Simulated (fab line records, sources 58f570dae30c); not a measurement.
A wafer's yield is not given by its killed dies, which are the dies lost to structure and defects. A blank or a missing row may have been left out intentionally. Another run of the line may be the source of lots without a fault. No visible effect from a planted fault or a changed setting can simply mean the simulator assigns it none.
Which tool did it?	flow berkeleyCmos170	42 wafers from 14 lots sampled at 4 of the route's 331 steps

WHAT THE GAUGES SHOWED, per wafer
UCB170_ACTIVE_CD_MEAS_13 targets a cd of 1200 nm.
lot	measured	on	cdNm (nm)
L860	day 4 21:29	cdSem-02	1201.3 1200.0 1200.2
L859	day 4 21:42	cdSem-01	1200.5 1200.9 1201.3
L858	day 4 21:46	cdSem-02	1199.6 1200.0 1200.4
L863	day 5 10:54	cdSem-01	1200.4 1201.6 1200.5
L864	day 5 18:22	cdSem-02	1199.2 1199.6 1200.9
L865	day 5 18:35	cdSem-01	1199.4 1200.1 1200.2
L871	day 7 02:01	cdSem-02	1199.7 1199.9 1198.6
L874	day 7 12:21	cdSem-02	1201.0 1201.8 1200.6
L878	day 8 01:45	cdSem-01	1200.4 1198.9 1199.1
L876	day 8 01:55	cdSem-02	1200.5 1198.5 1198.7
L877	day 8 01:59	cdSem-01	1200.7 1200.2 1201.2
L879	day 8 13:37	cdSem-02	1200.9 1199.2 1200.8
L880	day 8 14:17	cdSem-01	1200.7 1200.5 1200.5
L881	day 8 21:04	cdSem-02	1202.4 1201.7 1202.0

UCB170_FIELD_THK_MEAS_02.
lot	measured	on	FIELD_OXIDE_THK (nm)
L860	day 5 06:47	filmMetro-04	557 557 549
L859	day 5 06:48	filmMetro-01	569 567 563
L858	day 5 06:47	filmMetro-02	555 557 566
L863	day 5 19:01	filmMetro-04	575 582 570
L864	day 6 03:21	filmMetro-04	572 572 572
L865	day 6 03:22	filmMetro-01	564 559 570
L871	day 7 09:33	filmMetro-01	577 584 579
L874	day 7 20:01	filmMetro-02	555 559 553
L878	day 8 09:34	filmMetro-02	556 566 561
L876	day 8 09:33	filmMetro-04	569 573 562
L877	day 8 09:33	filmMetro-01	573 568 568
L879	day 8 21:14	filmMetro-02	570 561 563
L880	day 9 01:20	filmMetro-01	548 548 544
L881	day 9 05:36	filmMetro-01	547 545 553

UCB170_FIELD_THK_MEAS_91.
lot	measured	on	FIELD_OXIDE_LEFT_2_THK (nm)
L860	day 5 23:52	filmMetro-02	351 350 342
L859	day 6 00:18	filmMetro-02	365 362 359
L858	day 6 00:24	filmMetro-04	352 355 363
L863	day 6 19:54	filmMetro-02	372 380 368
L864	day 6 23:08	filmMetro-01	367 366 366
L865	day 6 23:28	filmMetro-02	359 354 365
L871	day 8 07:48	filmMetro-04	374 381 376
L874	day 8 19:57	filmMetro-01	350 355 349
L878	day 9 09:26	filmMetro-04	351 360 357
L876	day 9 09:25	filmMetro-02	365 368 359
L877	day 9 07:13	filmMetro-04	368 363 362
L879	day 9 21:05	filmMetro-02	365 356 358
L880	day 10 03:40	filmMetro-01	343 342 340
L881	day 10 04:24	filmMetro-01	342 340 349

WHICH TOOL RAN EACH LOT (tool, then ch and the chambers of the sampled wafers, then the start)
lot	UCB170_PVT_PEB_04
L860	lithoTrack-01 ch 0, day 5 23:10
L859	lithoTrack-01 ch 0, day 5 23:28
L858	lithoTrack-01 ch 0, day 5 23:43
L863	lithoTrack-01 ch 0, day 6 19:13
L864	lithoTrack-01 ch 0, day 6 22:29
L865	lithoTrack-03 ch 0, day 6 22:47
L871	lithoTrack-02, day 8 07:05
L874	lithoTrack-02, day 8 19:16
L878	lithoTrack-02 ch 0, day 9 07:14
L876	lithoTrack-01 ch 0, day 9 07:16
L877	lithoTrack-01 ch 0, day 9 06:32
L879	lithoTrack-01 ch 0, day 9 20:24
L880	lithoTrack-02 ch 0, day 10 02:59
L881	lithoTrack-01 ch 0, day 10 03:44
- UCB170_PVT_PEB_04

WHAT THE TOOLS THEMSELVES READ (means of the sampled wafers that have a number; where no wafer has one, the mark that the record gives instead)
UCB170_PVT_PEB_04.
lot	tool	chillPlateTempC (C)	exhaustPa (Pa)	resistLineTempC (C)
L860	lithoTrack-01	22.74	45.2	22.98
L859	lithoTrack-01	22.94	44.7	22.91
L858	lithoTrack-01	23.10	44.4	22.97
L863	lithoTrack-01	23.00	45.4	22.97
L864	lithoTrack-01	23.03	43.6	22.95
L865	lithoTrack-03	23.16	44.9	23.22
L871	lithoTrack-02	-	-	-
L874	lithoTrack-02	-	-	-
L878	lithoTrack-02	22.94	44.6	22.98
L876	lithoTrack-01	22.99	46.3	23.03
L877	lithoTrack-01	22.87	45.0	22.99
L879	lithoTrack-01	23.05	44.5	23.06
L880	lithoTrack-02	23.04	44.6	22.97
L881	lithoTrack-01	22.91	45.1	23.09

THE ANSWER, worked out from the rows above alone
Rule: the usual values come from the lots themselves. Put in order of their means at a reading, lots are off if they are a third of the lots or fewer, leave a main group of 4 or more, and stand apart from it by a gap of 3 or more times the standard deviation of the main group's means; of several such gaps the widest counts. A main group is skipped when, at the precision printed for the reading in the tables above, its means are all equal. Also off: a lot with no number at a reading for which 4 or more lots have one. The other lots that the step has rows for count as sound. First the gauges in route order, then the tools' own readings, where a lot's mean is used as printed above. The first step at which some lot is off is used, and at that step the reading that is off furthest; a lot without a number counts as furthest.
Off: L871, L874 (UCB170_PVT_PEB_04, chillPlateTempC). Without a number there: L871, L874. Main group: mean 22.98 C, sd 0.11.
A tool fits if, at that step or a process step before it, it ran every lot that is off, and no sound lot after the first of them. Of those tried, none fits.

WHAT HAD BEEN PUT IN BY THE SIMULATOR
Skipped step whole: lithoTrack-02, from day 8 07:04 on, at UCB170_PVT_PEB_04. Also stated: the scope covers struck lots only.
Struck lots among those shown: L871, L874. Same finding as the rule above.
